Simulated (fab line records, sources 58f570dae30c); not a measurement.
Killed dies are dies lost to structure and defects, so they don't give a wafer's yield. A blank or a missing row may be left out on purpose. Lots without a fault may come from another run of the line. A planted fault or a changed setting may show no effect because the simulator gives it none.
A struck lot beside a sound one | flow berkeley_cmos170 | 17 steps out of a route of 331
Sound: wafers L290.2, L290.3, L290.5. Struck: wafers L297.2, L297.4. (L297.1 of the same lot was not struck and is left out.) The cause comes at the end.
At each step with rows: each side's tool, then ch and its chambers, then its first start. Under that, the readings that differ: sound wafers | struck wafers | difference of the means | sigmas: that difference in standard deviations of wafers without a fault.
alike: readings whose means differ by less than 2 such deviations, and words and numbers that are the same on both sides. not compared: withheld readings, readings that some wafer has no value for, bounds like >300 that may hide the same value, and numbers for which the record gives no deviation and whose values overlap.
The two part at a step that has a row with sigmas, a row that says differs or no value, or rows on one side only. Numbers that don't overlap but have no deviation are shown without sigmas and don't part them. A reading that every wafer of one side lacks parts them only if that side has two wafers or more.

first, 1 step without rows for these wafers: UCB170_M3_SOFTBAKE_06 (time 60 s).
UCB170_M3_STRIP_07: strips in O2.
  sound on plasma_asher-01 ch 0,1, day 10 06:20; struck on plasma_asher-04 ch 1, day 12 19:03
  alike: drypump_motor_current_A, oes_product_au, strip_time_to_endpoint_s
  not compared: rf_hours_counter_h
then, 7 steps without rows for these wafers: UCB170_M3_STRIP_08 (strips KrF in DMSO, time 600 s); UCB170_M3_COAT_09; UCB170_M3_COAT_10 (resist thk 900 nm); UCB170_M3_SOFTBAKE_11 (time 60 s); UCB170_M3_EXPOSE_12 (exposes mask METAL3, target cd 700 nm); UCB170_M3_PEB_13; UCB170_M3_DEVELOP_14 (develop time 45 s).
UCB170_M3_CD_MEAS_15: target cd 700 nm.
  sound on cd_sem-02, day 10 08:47; struck on cd_sem-01, day 12 20:34
  reading    | sound             | struck      | difference | sigmas
  cd_nm (nm) | 705.5 702.4 701.8 | 698.5 700.2 | -3.9       | -3
UCB170_M3_OVL_MEAS_16:
  sound on overlay-01, day 10 08:53; struck on overlay-02, day 12 20:41
  alike: M3_OVL
UCB170_M3_ETCH_17: etches BARC in N2/H2.
  sound on rie_diel-01 ch 1,3, day 10 08:55; struck on rie_diel-02 ch 1,3, day 12 20:43
  alike: drypump_motor_current_A, oes_product_au, rf_fwd_power_W, throttle_valve_pct
UCB170_M3_METAL_ETCH_18: etches Al in Cl2/BCl3, stops on SiO2, target depth 1170 nm, time 195 s.
  sound on rie_metal-04 ch 0,1, day 10 08:58; struck on rie_metal-02 ch 0, day 12 20:46
  reading                             | sound             | struck       | difference | sigmas
  rf_fwd_power_W (W)                  | 598.1 599.2 601.3 | 836.8 837.4  | +237.6     | +99 or more
  model.KrF_of_M3_COAT_10.thk_nm (nm) | 200.6 189.5 186.5 | 0.2072 4.215 | -189.9889  |
  model.M3.feature_depth_nm (nm)      | 949 948 952.4     | 960.6 987.6  | +24.3      |
  model.SiO2_of_V2_CVD_00.thk_nm (nm) | 937.7 934.9 935.3 | 916.1 917    | -19.4      |
  alike: drypump_motor_current_A, oes_product_au, throttle_valve_pct
  not compared: rf_hours_counter_h
UCB170_M3_STRIP_19: strips in O2.
  sound on plasma_asher-04 ch 0,1, day 10 09:09; struck on plasma_asher-02 ch 0, day 12 20:57
  reading               | sound             | struck      | difference | sigmas
  oes_product_au (a.u.) | 0.534 0.523 0.521 | 0.306 0.315 | -0.216     | -13
  alike: drypump_motor_current_A
  not compared: rf_hours_counter_h
UCB170_M3_CD_MEAS_90: target cd 700 nm.
  sound on cd_sem-01, day 10 09:16; struck on cd_sem-01, day 12 21:03
  reading    | sound       | struck  | difference | sigmas
  cd_nm (nm) | 699 703 701 | 683 684 | -18        | -5
UCB170_M3_BOW_MEAS_20:
  sound on film_metro-02, day 10 09:23; struck on film_metro-03, day 12 21:10
  reading     | sound    | struck | difference | sigmas
  M3_BOW (um) | 34 45 39 | 15 30  | -17        | -2
UCB170_M3_PROBE_99:
  sound on prober-02, day 10 09:32; struck on prober-01, day 12 21:20
  reading                               | sound                      | struck            | difference | sigmas
  model.etest.antenna_m3.vt_shift_v (V) | -0.01336 -0.01452 -0.01516 | -0.02505 -0.02309 | -0.00972   |
  not compared: model.etest.antenna_m3.gate_log10_a_cm2

WHERE THEY PART
First at UCB170_M3_CD_MEAS_15; last, within this record, at UCB170_M3_BOW_MEAS_20.

WHY: what the simulator had put in
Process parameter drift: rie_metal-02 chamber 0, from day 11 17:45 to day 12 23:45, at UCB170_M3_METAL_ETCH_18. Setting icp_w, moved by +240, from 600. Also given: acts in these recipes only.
